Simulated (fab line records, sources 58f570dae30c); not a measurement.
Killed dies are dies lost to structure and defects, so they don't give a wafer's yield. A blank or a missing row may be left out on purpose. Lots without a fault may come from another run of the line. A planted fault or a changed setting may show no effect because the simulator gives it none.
Chamber matching | flow berkeley_cmos170 | UCB170_ZERO_ETCH_06 on rie_diel-01: 4 sister chambers
The step etches SiO2 in CHF3/CF4/Ar, time 12 s. 18 wafers are shown with their chamber, then 9 later ones without.

WAFERS WITH THEIR CHAMBER
wafer  | chamber | throttle_valve_pct (%) | drypump_motor_current_A (A) | rf_fwd_power_W (W)
L077.1 | 2       | 9.07                   | 6.2                         | 494
L077.3 | 0       | 9.37                   | 6.5                         | 488
L077.5 | 1       | 9.23                   | 5.4                         | 487
L078.2 | 0       | 9.37                   | 6.5                         | 487
L078.4 | 1       | 9.23                   | 5.4                         | 489
L078.5 | 2       | 9.06                   | 6.1                         | 495
L079.2 | 1       | 9.23                   | 5.4                         | 486
L079.3 | 3       | 9.25                   | 5.5                         | 491
L079.4 | 0       | 9.37                   | 6.5                         | 485
L080.3 | 1       | 9.23                   | 5.4                         | 487
L080.4 | 3       | 9.24                   | 5.6                         | 490
L080.5 | 3       | 9.24                   | 5.6                         | 492
L083.1 | 3       | 9.24                   | 5.6                         | 490
L083.4 | 1       | 9.24                   | 5.4                         | 489
L083.5 | 1       | 9.22                   | 5.4                         | 491
L084.2 | 0       | 9.37                   | 6.5                         | 487
L084.3 | 2       | 9.05                   | 6.1                         | 496
L084.4 | 3       | 9.22                   | 5.5                         | 489

SIGNATURES (means of the wafers above)
reading                 | chamber 0 | chamber 1 | chamber 2 | chamber 3 | scatter within a chamber
throttle_valve_pct      | 9.3700    | 9.2300    | 9.0600    | 9.2380    | 0.00793
drypump_motor_current_A | 6.500     | 5.400     | 6.133     | 5.560     | 0.0365
rf_fwd_power_W          | 486.75    | 488.17    | 495.00    | 490.40    | 1.43
Rule: a wafer's distance from a chamber is the root of the sum, over the readings, of the square of ((its reading less the chamber's mean) divided by the reading's scatter). The wafer belongs to the nearest chamber; if the next one is less than 2 further off, it can't be placed. The scatter: the root of (the sum of the squares of (reading less its chamber's mean) over the shown wafers, divided by (wafers less chambers)).

WAFERS WITHOUT THEIR CHAMBER
wafer  | throttle_valve_pct (%) | drypump_motor_current_A (A) | rf_fwd_power_W (W)
L090.1 | 9.40                   | 6.5                         | 488
L090.4 | 9.05                   | 6.2                         | 493
L090.5 | 9.06                   | 6.1                         | 494
L094.3 | 9.07                   | 6.1                         | 494
L094.4 | 9.24                   | 5.6                         | 489
L094.5 | 9.24                   | 5.4                         | 490
L096.1 | 9.25                   | 5.4                         | 488
L096.2 | 9.08                   | 6.2                         | 496
L096.5 | 9.25                   | 5.6                         | 486

WHICH CHAMBER EACH WENT THROUGH
wafer  | from the rows above | in truth
L090.1 | 0                   | 0
L090.4 | 2                   | 2
L090.5 | 2                   | 2
L094.3 | 2                   | 2
L094.4 | 3                   | 3
L094.5 | 1                   | 1
L096.1 | 1                   | 1
L096.2 | 2                   | 2
L096.5 | 3                   | 3
Placed correctly: 9 of 9. Can't be placed from these rows: 0. Placed wrongly: 0.
